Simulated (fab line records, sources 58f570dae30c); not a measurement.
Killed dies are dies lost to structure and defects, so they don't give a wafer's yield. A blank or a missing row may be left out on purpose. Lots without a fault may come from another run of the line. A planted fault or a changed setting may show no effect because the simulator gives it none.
Which tool did it? | flow berkeley_cmos170 | 14 lots, 42 wafers sampled, at 1 step of a route of 331

WHAT THE GAUGES READ, wafer by wafer
UCB170_NWELL_THK_MEAS_02. Usual: NWELL_OXIDE_THK 26.3 nm, standard deviation 0.46.
lot  | measured    | on            | NWELL_OXIDE_THK (nm) | flag
L209 | day 2 00:13 | film_metro-03 | 26.2 26.3 26.5       |
L208 | day 2 00:13 | film_metro-04 | 27.0 26.5 26.6       |
L210 | day 2 10:17 | film_metro-01 | 26.1 25.9 26.2       |
L211 | day 2 16:58 | film_metro-03 | 25.6 26.0 25.7       |
L212 | day 2 21:22 | film_metro-01 | 26.1 26.5 25.9       |
L215 | day 3 13:22 | film_metro-03 | 26.7 26.5 26.7       |
L216 | day 3 18:56 | film_metro-03 | 26.8 26.5 26.7       |
L218 | day 4 03:41 | film_metro-01 | 25.9 25.8 25.5       |
L219 | day 4 06:36 | film_metro-03 | 26.0 25.9 25.8       |
L225 | day 5 14:49 | film_metro-01 | 25.9 26.1 26.1       |
L226 | day 5 18:47 | film_metro-01 | 27.4 27.6 27.1       |
L227 | day 6 00:23 | film_metro-04 | 26.4 26.6 26.4       |
L229 | day 6 09:42 | film_metro-04 | 26.0 26.6 25.9       |
L230 | day 6 12:25 | film_metro-03 | 26.9 26.6 26.7       |

WHICH TOOL RAN EACH LOT (tool, then ch and the chambers of the sampled wafers, then the start)
The record holds no process step before these readings.

WHAT THE TOOLS THEMSELVES READ (means of the sampled wafers that have a number; where no wafer has one, the mark that the record gives instead)
The record holds no such reading with a usual standard deviation.

THE ANSWER, worked out from the rows above alone
Rule: a lot is off if the mean of its wafers that have a number lies more than 3 standard deviations from the usual mean. A lot without any number at a reading at which 4 lots or more have one is off too. The other lots that the step has rows for count as sound. The gauges are gone through in route order, then the tools' own readings, and for those a lot's mean is taken as printed above. The first step at which some lot is off is used, and at that step the reading that is off furthest; a lot without a number counts as furthest.
No lot is off at any reading shown: from this, nothing can be told.

WHAT THE SIMULATOR HAD PUT IN
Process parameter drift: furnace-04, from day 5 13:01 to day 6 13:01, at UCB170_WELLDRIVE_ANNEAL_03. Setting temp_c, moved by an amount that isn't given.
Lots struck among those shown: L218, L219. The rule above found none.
